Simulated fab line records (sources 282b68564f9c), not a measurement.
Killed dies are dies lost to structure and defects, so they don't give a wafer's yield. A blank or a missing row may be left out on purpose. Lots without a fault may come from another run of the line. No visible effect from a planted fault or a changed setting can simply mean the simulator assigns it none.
Which tool was responsible?	flow ritCmos	15 lots, 45 wafers sampled, at 1 step of a route of 202

WHAT EACH GAUGE READ, for each wafer
No reading from a measuring or inspecting step in the record can be judged against a usual standard deviation.

WHAT TOOL EACH LOT RAN ON (gives the tool, then ch and the chambers of the sampled wafers, and finally the start)
lot	RIT_PRETRO_STRIP_09
L211	plasmaAsher-03 ch 0,1, day 2 08:50
L213	plasmaAsher-01 ch 1, day 2 16:59
L216	plasmaAsher-01 ch 0,1, day 3 09:46
L217	plasmaAsher-01 ch 0,1, day 3 14:20
L218	plasmaAsher-01 ch 0,1, day 3 17:53
L219	plasmaAsher-03 ch 0,1, day 3 23:05
L220	plasmaAsher-04 ch 0,1, day 4 04:01
L221	plasmaAsher-01 ch 0,1, day 4 09:53
L222	plasmaAsher-04 ch 0,1, day 4 14:47
L228	plasmaAsher-03 ch 1, day 5 21:13
L229	plasmaAsher-04 ch 0,1, day 6 02:04
L230	plasmaAsher-04 ch 0,1, day 6 06:24
L232	plasmaAsher-04 ch 0,1, day 6 16:02
L233	plasmaAsher-01 ch 0,1, day 6 22:16
L234	plasmaAsher-04 ch 0,1, day 7 02:13
- RIT_PRETRO_STRIP_09: strips in O2, time 180 s.

WHAT THE TOOLS THEMSELVES READ (means of the sampled wafers that have a number; where no wafer has one, the mark that the record gives instead)
RIT_PRETRO_STRIP_09.
lot	tool	chamberPressureMTorr (mTorr)	drypumpMotorCurrentA (A)
L211	plasmaAsher-03	4000	5.9
L213	plasmaAsher-01	4000	6.0
L216	plasmaAsher-01	3999	5.4
L217	plasmaAsher-01	4002	5.4
L218	plasmaAsher-01	-	-
L219	plasmaAsher-03	-	-
L220	plasmaAsher-04	-	-
L221	plasmaAsher-01	3995	5.8
L222	plasmaAsher-04	3997	4.9
L228	plasmaAsher-03	3999	5.7
L229	plasmaAsher-04	4000	4.9
L230	plasmaAsher-04	3999	5.1
L232	plasmaAsher-04	4000	5.1
L233	plasmaAsher-01	4001	5.4
L234	plasmaAsher-04	4002	5.1

THE ANSWER, worked out from the rows above alone
Rule: what is usual is taken from the lots themselves. Put in order of their means at a reading, lots are off if they are a third of the lots or fewer, leave a main group of 4 or more, and stand apart from it by a gap of 3 or more times the standard deviation of the main group's means; of several such gaps the widest counts. A main group whose means are all the same, to the digits that the tables above print for the reading, isn't used. Also off: a lot with no number at a reading for which 4 or more lots have one. The other lots that the step has rows for count as sound. Order of review: gauges by route order, followed by the tools' own readings, for which a lot's mean as printed above is used. At the first step where some lot is off, the reading lying furthest off is the one used; lots without a number count as furthest.
Off: L218, L219, L220, at RIT_PRETRO_STRIP_09 (chamberPressureMTorr). Without a number there: L218, L219, L220. Mean 4000 mTorr and standard deviation 1.9 in the main group.
A tool fits if, at that step or a process step before it, it ran every lot that is off, and no sound lot after the first of them. Of those tried, none fits.

WHAT HAD BEEN PUT IN BY THE SIMULATOR
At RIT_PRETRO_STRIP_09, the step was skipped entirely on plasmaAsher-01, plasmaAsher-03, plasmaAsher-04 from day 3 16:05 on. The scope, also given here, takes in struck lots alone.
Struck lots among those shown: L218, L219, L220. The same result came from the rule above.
